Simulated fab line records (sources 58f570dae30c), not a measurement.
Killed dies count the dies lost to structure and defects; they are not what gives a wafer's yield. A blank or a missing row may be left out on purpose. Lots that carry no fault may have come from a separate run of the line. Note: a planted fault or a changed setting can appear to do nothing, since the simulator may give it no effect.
Which of the tools did it? -- flow berkeley-cmos170 -- 13 lots with 39 wafers sampled at 6 steps, on a route of 331 steps

== WHAT THE GAUGES READ, wafer by wafer ==
UCB170_V1_OVL_MEAS_13.
lot,measured,on,V1_OVL (nm)
L343,day 8 18:55,overlay-01,12 4 8
L344,day 8 20:02,overlay-02,0 2 7
L345,day 8 20:35,overlay-02,1 -6 -1
L351,day 11 02:00,overlay-01,7 5 3
L350,day 11 03:41,overlay-02,-3 -5 3
L352,day 11 04:49,overlay-02,4 -3 2
L357,day 12 19:01,overlay-01,-3 -9 -13
L359,day 12 19:45,overlay-02,3 -6 4
L361,day 13 05:56,overlay-01,-5 -8 -5
L362,day 13 10:55,overlay-02,8 1 9
L366,day 13 23:34,overlay-02,-5 3 3
L365,day 14 00:28,overlay-01,1 -7 -7
L364,day 14 00:41,overlay-02,-2 2 0

UCB170_M2_RS_MEAS_02: measurement is done with a four-point probe.
lot,measured,on,M2_AL_RS (ohm/sq)
L343,day 8 19:31,film-metro-01,0.0317 0.0319 0.0322
L344,day 8 20:38,film-metro-01,0.0316 0.0318 0.0315
L345,day 8 21:10,film-metro-04,0.0324 0.0321 0.0321
L351,day 11 02:38,film-metro-02,0.0320 0.0317 0.0317
L350,day 11 04:17,film-metro-01,0.0322 0.0320 0.0323
L352,day 11 05:26,film-metro-02,0.0325 0.0329 0.0329
L357,day 12 19:37,film-metro-04,0.0323 0.0330 0.0329
L359,day 12 20:20,film-metro-02,0.0319 0.0318 0.0312
L361,day 13 06:34,film-metro-02,0.0317 0.0314 0.0314
L362,day 13 11:30,film-metro-01,0.0318 0.0320 0.0319
L366,day 14 00:09,film-metro-04,0.0322 0.0321 0.0325
L365,day 14 01:06,film-metro-02,0.0324 0.0318 0.0326
L364,day 14 01:17,film-metro-04,0.0318 0.0320 0.0321

UCB170_M3_RS_MEAS_02: measurement is done with a four-point probe.
lot,measured,on,M3_AL_RS (ohm/sq)
L343,day 9 00:24,film-metro-01,0.0323 0.0323 0.0322
L344,day 9 01:52,film-metro-04,0.0331 0.0329 0.0325
L345,day 9 02:17,film-metro-01,0.0321 0.0327 0.0321
L351,day 11 11:34,film-metro-04,0.0324 0.0322 0.0319
L350,day 11 11:49,film-metro-03,0.0542 0.0526 0.0528
L352,day 11 15:41,film-metro-01,0.0513 0.0523 0.0521
L357,day 13 01:05,film-metro-04,0.0321 0.0316 0.0322
L359,day 13 01:29,film-metro-03,0.0323 0.0323 0.0328
L361,day 13 12:19,film-metro-04,0.0315 0.0319 0.0321
L362,day 13 19:02,film-metro-01,0.0320 0.0313 0.0327
L366,day 14 05:55,film-metro-01,0.0319 0.0326 0.0323
L365,day 14 08:19,film-metro-01,0.0321 0.0319 0.0330
L364,day 14 10:37,film-metro-03,0.0327 0.0327 0.0324

UCB170_M3_THK_MEAS_03: measures by xrf.
lot,measured,on,M3_AL_THK (nm)
L343,day 9 00:31,film-metro-01,893 892 894
L344,day 9 01:59,film-metro-04,863 874 878
L345,day 9 02:24,film-metro-01,903 883 892
L351,day 11 11:41,film-metro-04,885 889 885
L350,day 11 11:55,film-metro-03,536 556 550
L352,day 11 15:47,film-metro-01,560 552 550
L357,day 13 01:13,film-metro-04,893 909 883
L359,day 13 01:36,film-metro-03,889 892 880
L361,day 13 12:26,film-metro-04,912 898 894
L362,day 13 19:10,film-metro-01,900 917 879
L366,day 14 06:02,film-metro-01,899 879 887
L365,day 14 08:25,film-metro-01,898 895 871
L364,day 14 10:44,film-metro-03,880 882 889

UCB170_M3_CD_MEAS_15: target cd 700 nm.
lot,measured,on,cd-nm (nm)
L343,day 9 02:16,cd-sem-02,700.0 698.6 700.2
L344,day 9 03:48,cd-sem-02,701.8 702.6 703.2
L345,day 9 04:13,cd-sem-02,700.8 701.8 701.8
L351,day 11 14:53,cd-sem-01,697.5 698.1 697.2
L350,day 11 15:10,cd-sem-01,698.9 698.9 699.4
L352,day 11 17:40,cd-sem-02,699.8 699.7 699.1
L357,day 13 02:59,cd-sem-01,701.6 700.1 700.6
L359,day 13 03:22,cd-sem-02,701.7 701.6 701.7
L361,day 13 15:25,cd-sem-01,700.2 701.1 700.6
L362,day 13 21:02,cd-sem-01,699.2 697.6 697.4
L366,day 14 07:53,cd-sem-01,701.2 701.4 700.7
L365,day 14 10:14,cd-sem-02,699.7 699.4 700.4
L364,day 14 12:40,cd-sem-01,698.4 699.7 698.7

== TOOL THAT RAN EACH LOT (tool first, then ch and the chambers of the sampled wafers, then the start) ==
lot,UCB170_M3_SPUTTER_01
L343,"pvd-sputter-02, day 9 00:19"
L344,"pvd-sputter-03, day 9 01:47"
L345,"pvd-sputter-02, day 9 02:12"
L351,"pvd-sputter-02, day 11 11:29"
L350,"pvd-sputter-04, day 11 11:42"
L352,"pvd-sputter-04, day 11 15:33"
L357,"pvd-sputter-03, day 13 00:56"
L359,"pvd-sputter-02, day 13 01:23"
L361,"pvd-sputter-03, day 13 12:14"
L362,"pvd-sputter-03, day 13 18:57"
L366,"pvd-sputter-04, day 14 05:50"
L365,"pvd-sputter-03, day 14 08:11"
L364,"pvd-sputter-04, day 14 10:32"
- UCB170_M3_SPUTTER_01: material Al, target thk 900 nm, time 120 s.

== AS READ BY THE TOOLS THEMSELVES (means over the sampled wafers that have a number; for cases with no such wafer, the mark the record gives instead) ==
UCB170_M3_SPUTTER_01.
lot,tool,throttle-valve-pct (%)
L343,pvd-sputter-02,30.6
L344,pvd-sputter-03,29.4
L345,pvd-sputter-02,30.6
L351,pvd-sputter-02,31.0
L350,pvd-sputter-04,29.7
L352,pvd-sputter-04,29.8
L357,pvd-sputter-03,29.9
L359,pvd-sputter-02,30.5
L361,pvd-sputter-03,30.2
L362,pvd-sputter-03,28.6
L366,pvd-sputter-04,29.7
L365,pvd-sputter-03,29.6
L364,pvd-sputter-04,29.7

== THE ANSWER, worked out from the rows above alone ==
Rule: what is usual is taken from the lots themselves. The widest of any qualifying gaps counts: lots, ordered by their means at a reading, are off when they make up no more than a third of the lots, leave a main group of 4 or more, and stand apart from it by 3 or more times the standard deviation of that group's means. A main group whose means are all the same, to the digits that the tables above print for the reading, isn't used. Also off: a lot with no number at a reading for which 4 or more lots have one. Where the step has rows for the other lots, those lots are counted as sound. Order of review: gauges by route order, followed by the tools' own readings, for which a lot's mean as printed above is used. At the first step where some lot is off, the reading lying furthest off is the one used; lots without a number count as furthest.
Off: L350, L352, seen at UCB170_M3_RS_MEAS_02 (M3_AL_RS). For the main group the mean is 0.0323 ohm/sq and the standard deviation 0.00028.
A tool fits if, at a process step before that reading, it ran every lot that is off, and no sound lot after the first of them. The gauges at UCB170_M3_RS_MEAS_02 are tried like those tools. None of those tried fits.

== WHAT HAD BEEN PUT IN BY THE SIMULATOR ==
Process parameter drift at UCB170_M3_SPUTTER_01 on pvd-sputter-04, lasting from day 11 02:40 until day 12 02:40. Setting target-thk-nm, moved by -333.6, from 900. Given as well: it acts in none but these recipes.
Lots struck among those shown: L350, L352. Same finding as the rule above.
